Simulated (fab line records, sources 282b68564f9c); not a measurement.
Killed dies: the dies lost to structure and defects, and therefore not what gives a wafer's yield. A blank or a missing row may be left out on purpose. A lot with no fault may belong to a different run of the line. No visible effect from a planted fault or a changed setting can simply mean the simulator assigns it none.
fab line records    flow ritCmos
record: lots: 15  wafers: 45  lastDay: 7
route steps=202 shown PLDD@119 SDANNEAL@156 NSD@158 M1@202
lots that met no fault: from a run of the same line without faults
startH: the number of hours between the record's first day and the start of the first shown wafer of the lot    waitH: hours elapsed since this lot's preceding step    " the same as in the row above    L1.1+2: a single row standing in for several wafers    - no value present, or no start provided    * or withheld: withheld    < > ~ a bound
route shown NAME@n: NAME is a module with steps in the file, n the number in the route of the first one    usual: mean and standard deviation over wafers with no fault    same: alike in all rows    chamber/n: place in a boat    sites: each site's reading    _std_site: standard deviation of those values    _edge_site: outer sites' mean less inner sites'    radiusMm: how far each site lies from the wafer's centre    mask NAME#n: copy n    behind: the tool/chamber that last shaped the wafer    hold: cause of the lot's hold/its duration in hours/its outcome    device: names the non-switching transistor (n, p or np)    end of line: the route-end tests of the same wafers    a step without rows: its recipe alone    killed: dies that structure and defects cost at the first sort, which is not the same as the wafer's yield    map: dies across one wafer; x = killed, . = not, _ = none there
set.NAME: setting as actually run; set.NAME@STEP: the setting as run at that earlier step    model.NAME: the simulator's own value behind a step, which no gauge read
steps of the route over a sample of lots; a table a step, a row a wafer
services: a tool's chamber out of use, with start hour (startH, from the record's first day; less than 0 if before it), hours out, and reason
== steps ==
step: RIT_PLDD_DEVELOP_05
recipe: resist: NOVOLAK  developTimeS: 50  devTempC: 23
lot.wafer   tool           chamber  startH  waitH
L341.3+4+5  lithoTrack-04  0        45      -
L342.1+5+6  lithoTrack-02  0        47      -
L343.1+5+6  lithoTrack-02  0        54      -
L344.1+2+3  lithoTrack-04  0        57      -
L345.1+2+5  lithoTrack-01  0        64      -
L346.2+5+6  lithoTrack-02  0        68      -
L347.2+3+6  lithoTrack-02  0        72      -
L348.3+5+6  lithoTrack-01  0        78      -
L351.1+4+6  lithoTrack-02  0        92      -
L352.2+3+6  lithoTrack-02  0        97      -
L353.1+2+5  lithoTrack-02  0        102     -
L354.3+5+6  lithoTrack-02  0        108     -
L359.2+3+6  lithoTrack-01  0        133     -
L360.2+5+6  lithoTrack-04  0        139     -
L361.1+2+6  lithoTrack-01  0        144     -
step: RIT_PLDD_TW_MEAS_10
usual: PLDD_TW: 2359/12
lot.wafer  tool          chamber  startH  waitH  hold                     PLDD_TW
L341.3     filmMetro-02  -        46.38   0.1    -                        2356
L341.4     "             -        "       "      -                        2356
L341.5     "             -        "       "      -                        2351
L342.1     filmMetro-03  -        48.46   0.1    -                        2387
L342.5     "             -        "       "      -                        2367
L342.6     "             -        "       "      -                        2371
L343.1     filmMetro-01  -        55.19   0.1    -                        2339
L343.5     "             -        "       "      -                        2340
L343.6     "             -        "       "      -                        2339
L344.1     filmMetro-02  -        58.62   0.1    -                        2345
L344.2     "             -        "       "      -                        2352
L344.3     "             -        "       "      -                        2352
L345.1     filmMetro-02  -        64.99   0.1    -                        2349
L345.2     "             -        "       "      -                        2346
L345.5     "             -        "       "      -                        2359
L346.2     filmMetro-03  -        69.07   0.1    -                        2359
L346.5     "             -        "       "      -                        2367
L346.6     "             -        "       "      -                        2364
L347.2     filmMetro-03  -        72.65   0.1    -                        2380
L347.3     "             -        "       "      -                        2383
L347.6     "             -        "       "      -                        2354
L348.3     filmMetro-02  -        79.25   0.1    -                        2362
L348.5     "             -        "       "      -                        2379
L348.6     "             -        "       "      -                        2364
L351.1     filmMetro-03  -        93.14   0.1    -                        2360
L351.4     "             -        "       "      -                        2353
L351.6     "             -        "       "      -                        2365
L352.2     filmMetro-01  -        98.39   0.1    awaitDispo/0.2h/release  30
L352.3     "             -        "       "      awaitDispo/0.2h/release  30
L352.6     "             -        "       "      awaitDispo/0.2h/release  30
L352.2     filmMetro-01  -        98.62   0.2    -                        30
L352.3     "             -        "       "      -                        30
L352.6     "             -        "       "      -                        30
L353.1     filmMetro-03  -        102.71  0.1    awaitDispo/0.2h/release  30
L353.2     "             -        "       "      awaitDispo/0.2h/release  30
L353.5     "             -        "       "      awaitDispo/0.2h/release  30
L353.1     filmMetro-03  -        102.94  0.2    -                        30
L353.2     "             -        "       "      -                        30
L353.5     "             -        "       "      -                        30
L354.3     filmMetro-02  -        109.16  0.1    awaitDispo/0.2h/release  30
L354.5     "             -        "       "      awaitDispo/0.2h/release  30
L354.6     "             -        "       "      awaitDispo/0.2h/release  30
L354.3     filmMetro-02  -        109.39  0.2    -                        30
L354.5     "             -        "       "      -                        30
L354.6     "             -        "       "      -                        30
L359.2     filmMetro-03  -        133.73  0.1    -                        2362
L359.3     "             -        "       "      -                        2356
L359.6     "             -        "       "      -                        2360
L360.2     filmMetro-01  -        139.72  0.1    -                        2348
L360.5     "             -        "       "      -                        2343
L360.6     "             -        "       "      -                        2343
L361.1     filmMetro-02  -        144.75  0.1    -                        2365
L361.2     "             -        "       "      -                        2356
L361.6     "             -        "       "      -                        2367
step: RIT_SDANNEAL_RTA_03
recipe: tempC: 1050  timeS: 5  idleTempC: 600  rampUpCPerS: 342  rampDownCPerS: 171  coolToC: 600  ambient: N2
usual: wafer_temp_C_max: 1053.5/1.3
lot.wafer  tool          chamber  startH  waitH  wafer_temp_C_max
L341.3     rtpAnneal-02  0        52.43   0.0    1054.6
L341.4     "             0        "       "      1053.4
L341.5     "             0        "       "      1054.7
L342.1     rtpAnneal-01  0        54.35   0.0    1054.2
L342.5     "             0        "       "      1052.8
L342.6     "             0        "       "      1052.8
L343.1     rtpAnneal-02  0        60.96   0.0    1054.5
L343.5     "             0        "       "      1053.5
L343.6     "             0        "       "      1053.8
L344.1     rtpAnneal-01  0        64.41   0.0    1053.5
L344.2     "             0        "       "      1053.3
L344.3     "             0        "       "      1053.8
L345.1     rtpAnneal-02  0        71.18   0.0    1053.9
L345.2     "             0        "       "      1053.6
L345.5     "             0        "       "      1054.7
L346.2     rtpAnneal-01  0        74.85   0.0    1052.2
L346.5     "             0        "       "      1056.1
L346.6     "             0        "       "      1052.8
L347.2     rtpAnneal-02  0        78.50   0.0    1052.3
L347.3     "             0        "       "      1054.1
L347.6     "             0        "       "      1057.3
L348.3     rtpAnneal-01  0        85.05   0.0    1052.7
L348.5     "             0        "       "      1054.0
L348.6     "             0        "       "      1052.5
L351.1     rtpAnneal-02  0        100.01  0.0    1052.0
L351.4     "             0        "       "      1053.5
L351.6     "             0        "       "      1054.2
L359.2     rtpAnneal-02  0        139.62  0.0    1055.5
L359.3     "             0        "       "      1051.5
L359.6     "             0        "       "      1053.1
L360.2     rtpAnneal-01  0        145.67  0.0    1052.9
L360.5     "             0        "       "      1052.1
L360.6     "             0        "       "      1053.2
L361.1     rtpAnneal-02  0        150.79  0.0    1054.3
L361.2     "             0        "       "      1052.0
L361.6     "             0        "       "      1056.9
step: RIT_SDANNEAL_RS_MEAS_05
recipe: thkMeasGauge: four-point-probe
usual: NSD_RS: 84.56/0.26
lot.wafer  tool          chamber  startH  waitH  NSD_RS[ohm/sq]
L341.3     filmMetro-02  -        52.63   0.1    84.68
L341.4     "             -        "       "      84.69
L341.5     "             -        "       "      84.44
L342.1     filmMetro-02  -        54.52   0.1    84.28
L342.5     "             -        "       "      84.49
L342.6     "             -        "       "      84.65
L343.1     filmMetro-02  -        61.14   0.1    84.41
L343.5     "             -        "       "      84.69
L343.6     "             -        "       "      84.37
L344.1     filmMetro-03  -        64.59   0.1    84.29
L344.2     "             -        "       "      84.64
L344.3     "             -        "       "      84.56
L345.1     filmMetro-02  -        71.36   0.1    84.45
L345.2     "             -        "       "      84.45
L345.5     "             -        "       "      84.50
L346.2     filmMetro-01  -        75.03   0.1    84.78
L346.5     "             -        "       "      84.66
L346.6     "             -        "       "      84.34
L347.2     filmMetro-01  -        78.69   0.1    84.59
L347.3     "             -        "       "      84.97
L347.6     "             -        "       "      84.79
L348.3     filmMetro-02  -        85.25   0.1    84.91
L348.5     "             -        "       "      84.73
L348.6     "             -        "       "      84.45
L351.1     filmMetro-03  -        100.18  0.1    84.70
L351.4     "             -        "       "      84.32
L351.6     "             -        "       "      84.26
L359.2     filmMetro-03  -        139.81  0.1    84.01
L359.3     "             -        "       "      83.85
L359.6     "             -        "       "      83.92
L360.2     filmMetro-01  -        145.86  0.1    84.75
L360.5     "             -        "       "      84.64
L360.6     "             -        "       "      84.75
L361.1     filmMetro-03  -        150.97  0.1    84.49
L361.2     "             -        "       "      84.71
L361.6     "             -        "       "      84.59
step: RIT_M1_PROBE_99
usual: defectLimitedYield: 97.5/1.1  killed_at_M0_to_M3: 0.0/0.14  killedAtFrontEnd: 6.5/3  killedDies: 6.6/3  killedOpen: 3.4/2.2  killedShort: 3.3/1.7  sort_bin_3_pad_short: 0.1/0.22  sort_bin_5_function: 1.4/0.73  sort_bin_6_memory: 1.0/0.64  sortNPass: 257.4/3  sortYieldPct: 97.5/1.1
same: grossDies: 264  killed_at_M4_up: 0  killedAtBackSide: 0  killedAtContacts: 0  killedAtOther: 0
lot.wafer  tool       chamber  startH  waitH  defectLimitedYield[%]  killed_at_M0_to_M3  killedAtFrontEnd  killedDies  killedOpen  killedShort  sort_bin_3_pad_short[%]  sort_bin_5_function[%]  sort_bin_6_memory[%]  sortNPass  sortYieldPct[%]
L341.3     prober-01  -        60.06   0.2    98.5                   0                   4                 4           2           2            0                        0.8                     0.8                   260.0      98.5
L341.4     prober-01  -        60.11   0.2    98.1                   0                   5                 5           1           4            0                        1.9                     0                     259.0      98.1
L341.5     prober-01  -        60.16   0.2    99.2                   0                   2                 2           1           1            0                        0.4                     0.4                   262.0      99.2
L342.1     prober-02  -        61.99   0.1    98.9                   0                   3                 3           2           1            0                        0.8                     0.4                   261.0      98.9
L342.5     prober-02  -        62.19   0.2    96.6                   0                   9                 9           4           5            0.4                      1.9                     1.1                   255.0      96.6
L342.6     prober-02  -        62.24   0.2    97.0                   0                   8                 8           3           5            0.4                      1.5                     1.1                   256.0      97.0
L343.1     prober-01  -        68.52   0.1    98.5                   0                   4                 4           2           2            0                        1.1                     0.4                   260.0      98.5
L343.5     prober-01  -        68.72   0.2    97.3                   0                   7                 7           4           3            0                        1.1                     1.5                   257.0      97.3
L343.6     prober-01  -        68.77   0.2    98.5                   0                   4                 4           0           4            0                        0.8                     0.8                   260.0      98.5
L344.1     prober-02  -        72.09   0.1    96.6                   0                   9                 9           4           5            0                        1.9                     1.5                   255.0      96.6
L344.2     prober-02  -        72.14   0.1    95.5                   0                   12                12          3           9            1.1                      2.3                     1.1                   252.0      95.5
L344.3     prober-02  -        72.19   0.2    96.6                   0                   9                 9           4           5            0                        1.9                     1.5                   255.0      96.6
L345.1     prober-01  -        78.95   0.1    97.7                   0                   6                 6           3           3            0.4                      0.8                     1.1                   258.0      97.7
L345.2     prober-01  -        79.00   0.1    98.9                   1                   2                 3           2           1            0                        0.4                     0.8                   261.0      98.9
L345.5     prober-01  -        79.15   0.2    95.5                   0                   12                12          7           5            0                        1.9                     2.7                   252.0      95.5
L346.2     prober-02  -        83.72   0.1    94.7                   0                   14                14          8           6            0.8                      2.7                     1.9                   250.0      94.7
L346.5     prober-02  -        83.87   0.2    98.1                   0                   5                 5           4           1            0                        1.5                     0.4                   259.0      98.1
L346.6     prober-02  -        83.92   0.2    98.1                   0                   5                 5           2           3            0                        1.1                     0.8                   259.0      98.1
L347.2     prober-01  -        86.04   0.1    98.5                   0                   4                 4           2           2            0                        0.8                     0.8                   260.0      98.5
L347.3     prober-01  -        86.09   0.2    97.7                   0                   6                 6           2           4            0.4                      1.5                     0.4                   258.0      97.7
L347.6     prober-01  -        86.24   0.2    98.9                   0                   3                 3           1           2            0                        0.8                     0.4                   261.0      98.9
L348.3     prober-02  -        92.58   0.2    99.2                   0                   2                 2           2           0            0                        0.8                     0                     262.0      99.2
L348.5     prober-02  -        92.68   0.2    98.9                   0                   3                 3           3           0            0                        0.4                     0.8                   261.0      98.9
L348.6     prober-02  -        92.73   0.2    98.9                   0                   3                 3           2           1            0                        0.8                     0.4                   261.0      98.9
L351.1     prober-01  -        107.37  0.1    96.6                   0                   9                 9           4           5            0.8                      0.8                     1.9                   255.0      96.6
L351.4     prober-01  -        107.52  0.2    98.1                   0                   5                 5           1           4            0                        1.1                     0.8                   259.0      98.1
L351.6     prober-01  -        107.62  0.2    95.1                   0                   13                13          6           7            0.4                      3.0                     1.5                   251.0      95.1
L359.2     prober-01  -        147.23  0.1    98.9                   0                   3                 3           1           2            0                        0.8                     0.4                   261.0      98.9
L359.3     prober-01  -        147.28  0.2    97.3                   0                   7                 7           4           3            0.4                      1.1                     1.1                   257.0      97.3
L359.6     prober-01  -        147.43  0.2    98.5                   0                   4                 4           1           3            0.4                      0.8                     0.4                   260.0      98.5
L360.2     prober-02  -        153.40  0.1    97.0                   0                   8                 8           7           1            0                        2.3                     0.8                   256.0      97.0
L360.5     prober-02  -        153.55  0.2    96.6                   0                   9                 9           4           5            0                        0.8                     2.7                   255.0      96.6
L360.6     prober-02  -        153.60  0.2    97.7                   0                   6                 6           4           2            0                        1.1                     1.1                   258.0      97.7
L361.1     prober-01  -        158.44  0.1    97.3                   0                   7                 7           5           2            0.4                      0.4                     1.9                   257.0      97.3
L361.2     prober-01  -        158.49  0.1    99.2                   0                   2                 2           1           1            0                        0.4                     0.4                   262.0      99.2
L361.6     prober-01  -        158.69  0.2    98.9                   0                   3                 3           2           1            0                        1.1                     0                     261.0      98.9
killed by level:class
L341.3 GATE:geometricParticle:short=1 REOX:geometricParticle:open=1 SPACER:geometricParticle:open=1 SPACER:geometricParticle:short=1
L341.4 SILICIDE:geometricParticle:short=2 FOX1:geometricParticle:open=1 GATE:geometricParticle:short=1 SPACER:geometricParticle:short=1
L341.5 FOX1:geometricParticle:short=1 REOX:geometricParticle:open=1
L342.1 GATE:geometricParticle:open=1 GATE:geometricParticle:short=1 SPACER:geometricParticle:open=1
L342.5 GATE:geometricParticle:open=2 SPACER:geometricParticle:short=2 FOX1:geometricParticle:short=1 GATE:geometricParticle:short=1 SPACER:geometricParticle:open=1 SILICIDE:geometricParticle:open=1 SILICIDE:geometricParticle:short=1
L342.6 GATE:geometricParticle:short=3 SPACER:geometricParticle:open=2 FOX1:geometricParticle:short=1 REOX:geometricParticle:open=1 REOX:geometricParticle:short=1
L343.1 GATE:geometricParticle:short=1 REOX:geometricParticle:open=1 SPACER:geometricParticle:open=1 SILICIDE:geometricParticle:short=1
L343.5 FOX1:geometricParticle:short=2 FOX1:geometricParticle:open=2 GATE:geometricParticle:open=1 REOX:geometricParticle:open=1 REOX:geometricParticle:short=1
L343.6 SPACER:geometricParticle:short=2 SILICIDE:geometricParticle:short=2
L344.1 GATE:geometricParticle:short=3 GATE:geometricParticle:open=2 FOX1:geometricParticle:open=1 FOX1:geometricParticle:short=1 FOX2:geometricParticle:short=1 FOX2:geometricParticle:open=1
L344.2 GATE:geometricParticle:short=3 FOX2:geometricParticle:short=2 SPACER:geometricParticle:open=2 FOX1:geometricParticle:short=1 REOX:geometricParticle:short=1 SPACER:geometricParticle:short=1 SILICIDE:geometricParticle:open=1 SILICIDE:geometricParticle:short=1
L344.3 GATE:geometricParticle:open=3 FOX1:geometricParticle:short=2 GATE:geometricParticle:short=2 REOX:geometricParticle:open=1 SPACER:geometricParticle:short=1
L345.1 GATE:geometricParticle:open=2 FOX1:geometricParticle:short=1 FOX2:geometricParticle:short=1 GATE:geometricParticle:short=1 SILICIDE:geometricParticle:open=1
L345.2 REOX:geometricParticle:open=1 SILICIDE:geometricParticle:open=1 M1:geometricParticle:short=1
L345.5 GATE:geometricParticle:short=3 SILICIDE:geometricParticle:open=3 GATE:geometricParticle:open=2 FOX2:geometricParticle:open=1 REOX:geometricParticle:open=1 SPACER:geometricParticle:short=1 SILICIDE:geometricParticle:short=1
L346.2 FOX2:geometricParticle:open=3 FOX2:geometricParticle:short=2 GATE:geometricParticle:open=2 SPACER:geometricParticle:open=2 SILICIDE:geometricParticle:short=2 REOX:geometricParticle:short=1 REOX:geometricParticle:open=1 SPACER:geometricParticle:short=1
L346.5 REOX:geometricParticle:open=2 SPACER:geometricParticle:short=1 FOX2:geometricParticle:open=1 GATE:geometricParticle:open=1
L346.6 REOX:geometricParticle:short=2 FOX1:geometricParticle:short=1 REOX:geometricParticle:open=1 SILICIDE:geometricParticle:open=1
L347.2 FOX2:geometricParticle:open=1 GATE:geometricParticle:short=1 REOX:geometricParticle:short=1 REOX:geometricParticle:open=1
L347.3 GATE:geometricParticle:short=2 FOX2:geometricParticle:short=1 GATE:geometricParticle:open=1 REOX:geometricParticle:short=1 REOX:geometricParticle:open=1
L347.6 FOX2:geometricParticle:short=1 GATE:geometricParticle:open=1 GATE:geometricParticle:short=1
L348.3 REOX:geometricParticle:open=2
L348.5 FOX1:geometricParticle:open=1 FOX2:geometricParticle:open=1 GATE:geometricParticle:open=1
L348.6 REOX:geometricParticle:open=2 GATE:geometricParticle:short=1
L351.1 GATE:geometricParticle:short=5 GATE:geometricParticle:open=3 SILICIDE:geometricParticle:open=1
L351.4 REOX:geometricParticle:short=2 GATE:geometricParticle:open=1 GATE:geometricParticle:short=1 SPACER:geometricParticle:short=1
L351.6 FOX1:geometricParticle:short=2 GATE:geometricParticle:open=2 GATE:geometricParticle:short=2 SPACER:geometricParticle:open=2 SILICIDE:geometricParticle:short=2 FOX1:geometricParticle:open=1 SPACER:geometricParticle:short=1 SILICIDE:geometricParticle:open=1
L359.2 GATE:geometricParticle:short=1 REOX:geometricParticle:open=1 SPACER:geometricParticle:short=1
L359.3 FOX1:geometricParticle:open=2 GATE:geometricParticle:open=2 GATE:geometricParticle:short=1 SPACER:geometricParticle:short=1 SILICIDE:geometricParticle:short=1
L359.6 FOX1:geometricParticle:short=1 FOX1:geometricParticle:open=1 GATE:geometricParticle:short=1 REOX:geometricParticle:short=1
L360.2 SILICIDE:geometricParticle:open=4 FOX1:geometricParticle:open=1 FOX2:geometricParticle:open=1 GATE:geometricParticle:short=1 GATE:geometricParticle:open=1
L360.5 SPACER:geometricParticle:open=3 FOX1:geometricParticle:short=1 FOX2:geometricParticle:open=1 GATE:geometricParticle:short=1 REOX:geometricParticle:short=1 SPACER:geometricParticle:short=1 SILICIDE:geometricParticle:short=1
L360.6 FOX2:geometricParticle:open=2 FOX2:geometricParticle:short=1 GATE:geometricParticle:short=1 GATE:geometricParticle:open=1 REOX:geometricParticle:open=1
L361.1 SILICIDE:geometricParticle:open=2 FOX1:geometricParticle:open=1 FOX2:geometricParticle:short=1 FOX2:geometricParticle:open=1 REOX:geometricParticle:short=1 SPACER:geometricParticle:open=1
L361.2 FOX1:geometricParticle:short=1 GATE:geometricParticle:open=1
L361.6 FOX1:geometricParticle:open=1 GATE:geometricParticle:short=1 SPACER:geometricParticle:open=1
== services ==
tool          chamber  startH  hours  kind
rtpAnneal-02  -        145.45  1.2    pm
== key ==
firstSign: step: RIT_PLDD_TW_MEAS_10  reading: visit  direction: added
effect: step: RIT_PLDD_TW_MEAS_10  reading: PLDD_TW  direction: down  sigmas: 99+  usual: 2359  struck: 30
metAt RIT_PLDD_DEVELOP_05
struckLots L352,L353,L354
scrappedBehind RIT_PLDD_TW_MEAS_10 L352.2,L352.3,L352.6,L353.1,L353.2,L353.5,L354.3,L354.5,L354.6
notActingAt RIT_SDANNEAL_RTA_03,RIT_SDANNEAL_RS_MEAS_05
onsetBetween 92 97
fault: kind: processParameterDrift  tool: lithoTrack-02  chamber: -  onsetH: 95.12  steps: RIT_PLDD_DEVELOP_05  channel: developTimeS  offset: *  shape: step  endH: 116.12  actsIn: *  stated: *
